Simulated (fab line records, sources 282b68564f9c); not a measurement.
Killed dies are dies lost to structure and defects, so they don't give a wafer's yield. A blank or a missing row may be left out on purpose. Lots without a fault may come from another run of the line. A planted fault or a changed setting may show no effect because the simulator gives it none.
One fault seen from 2 desks | flow rit_cmos | each desk has only its own numbers; what lay behind them comes last

THE METROLOGY DESK
What the gauges read, lot by lot, whatever tool the lot ran on: means of the sampled wafers that have a number. A lot is out of limits, marked OUT, if its mean lies more than 4 standard deviations from the usual mean; the brackets give that distance.
Columns: A = GATE_OXIDE_THK at RIT_GATE_THK_MEAS_07, usual 3.00 nm; B = NLDD_RS at RIT_SDANNEAL_RS_MEAS_07, usual 151.8 ohm/sq; C = cd_nm at RIT_CONTACT_CD_MEAS_08, usual 1000.4 nm
lot  | first seen here | A    | B     | C
L269 | day 2 14:12     | 2.99 | 151.6 | 998.1
L270 | day 2 18:39     | 2.98 | 152.7 | 1004.1
L271 | day 3 01:29     | 3.04 | 151.8 | 999.0
L277 | day 4 05:56     | 3.09 | 152.6 | 998.7
L279 | day 4 15:33     | 2.98 | 151.6 | 997.9
L280 | day 4 20:34     | 2.94 | 151.5 | 997.3
L281 | day 4 23:07     | 3.02 | 150.6 | 1001.9
L285 | day 6 04:23     | 3.03 | 152.1 | 1002.1
L286 | day 6 04:24     | 2.97 | 152.1 | 1001.2
L288 | day 6 21:32     | 2.96 | 151.4 | 1000.0
L289 | day 6 22:10     | 3.03 | 151.3 | 1003.4
L290 | day 6 23:46     | 2.98 | 151.6 | 999.8
L291 | day 7 06:03     | 3.04 | 152.0 | 996.7
L292 | day 7 12:24     | 2.94 | 151.3 | 1000.2
This desk's finding: nothing out of limits on any of the 14 lots.

THE TOOL OWNER'S DESK: rie_diel-02
The tool's own readings at RIT_CONTACT_ETCH_11 (etches SiO2 in CHF3/CF4/Ar, stops on TiSi2, target depth 480 nm, time 320 s): means of the sampled wafers that have a number, for each lot that ran on this tool. A lot is out of limits, marked OUT, if its mean lies more than 4 standard deviations from the usual mean; the brackets give that distance.
Columns: A = drypump_motor_current_A at RIT_CONTACT_ETCH_11, usual 5.7 A; B = oes_product_au at RIT_CONTACT_ETCH_11, usual 0.984 a.u.; C = rf_fwd_power_W at RIT_CONTACT_ETCH_11, usual 199.6 W; D = throttle_valve_pct at RIT_CONTACT_ETCH_11, usual 8.86 %
lot  | first seen here | A   | B     | C               | D
L269 | day 3 09:14     | 5.3 | 0.989 | 199.4           | 8.81
L277 | day 5 01:47     | 5.4 | 0.988 | 189.0 (-18) OUT | 8.75
L279 | day 5 10:39     | 5.6 | 0.990 | 178.3 (-37) OUT | 8.78
L280 | day 5 14:48     | 5.1 | 0.977 | 199.9           | 8.59
L289 | day 7 17:28     | 5.4 | 0.976 | 199.8           | 8.73
L290 | day 7 21:43     | 5.5 | 0.990 | 199.1           | 8.84
This desk's finding: out of limits on L277, L279; first on L277, day 5 01:47 (rf_fwd_power_W at RIT_CONTACT_ETCH_11). In limits: L269, L280, L289, L290.

PUT TOGETHER
The tool owner's desk could have raised an alarm at day 5 01:47, on L277, L279.
The metrology desk saw nothing out of limits.
The metrology desk has L277, L279 on record, within its limits.
Of the lots named, all ran RIT_CONTACT_ETCH_11 on rie_diel-02.

WHAT THE SIMULATOR HAD PUT IN
Process parameter drift: rie_diel-02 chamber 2, from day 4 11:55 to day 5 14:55, at RIT_CONTACT_ETCH_11. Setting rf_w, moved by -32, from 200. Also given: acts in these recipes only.
Lots struck among those shown: L277, L279.
Hours from the fault's start to each desk's first reading out of limits: the tool owner's desk, 14.
